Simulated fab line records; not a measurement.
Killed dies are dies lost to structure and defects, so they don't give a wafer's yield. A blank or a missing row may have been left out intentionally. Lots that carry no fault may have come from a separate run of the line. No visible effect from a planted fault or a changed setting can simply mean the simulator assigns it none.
Chamber matching ; flow rit_cmos ; 4 sister chambers for RIT_SPACER_ETCHBACK_05 on rie_diel-01
The step etches Si3N4 in SF6/CHF3, stops on SiO2, target depth 250 nm, time 240 s. 14 wafers are shown with their chamber, then 7 later ones without.

== EACH WAFER AND ITS CHAMBER ==
wafer;chamber;throttle_valve_pct (%);oes_product_au (a.u.)
L973.2;2;10.28;0.845
L973.3;1;10.57;0.843
L973.4;0;10.55;0.863
L977.1;2;10.29;0.850
L977.3;0;10.55;0.862
L977.6;0;10.54;0.865
L981.3;1;10.53;0.788
L981.4;2;10.26;0.786
L981.5;1;10.53;0.777
L987.1;2;10.27;0.837
L987.3;0;10.55;0.858
L987.4;3;10.05;0.830
L992.4;0;10.55;0.864
L992.5;1;10.56;0.843

SIGNATURES, as means of the wafers listed above
reading;chamber 0;chamber 1;chamber 2;chamber 3;scatter within a chamber
throttle_valve_pct;10.5480;10.5475;10.2750;10.0500;0.0136
oes_product_au;0.86240;0.81275;0.82950;0.83000;0.0252
Rule: for a wafer and a chamber, the distance is found by dividing, reading by reading, the gap between the wafer's reading and the chamber's mean by the reading's scatter, squaring, summing and taking the root. If the next closest chamber is less than 2 further off than the closest, the wafer can't be placed; otherwise it belongs to the closest. The scatter: take each reading less its chamber's mean, square it, sum over the shown wafers, divide by the number of wafers less the number of chambers, and take the root.

== WAFERS WITH NO CHAMBER GIVEN ==
wafer;throttle_valve_pct (%);oes_product_au (a.u.)
L992.6;10.05;0.838
L994.1;10.55;0.849
L994.4;10.05;0.849
L994.5;10.56;0.870
L995.2;10.57;0.856
L995.3;10.55;0.869
L995.5;10.06;0.844

== EACH ONE'S CHAMBER ==
wafer;from the rows above;in truth
L992.6;3;3
L994.1;can't be placed: 0 or 1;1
L994.4;3;3
L994.5;can't be placed: 0 or 1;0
L995.2;can't be placed: 0 or 1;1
L995.3;can't be placed: 0 or 1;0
L995.5;3;3
3 of 7 placed correctly. From these rows, 4 cannot be placed; in 4 the true chamber is one of the candidates. 0 placed wrongly.
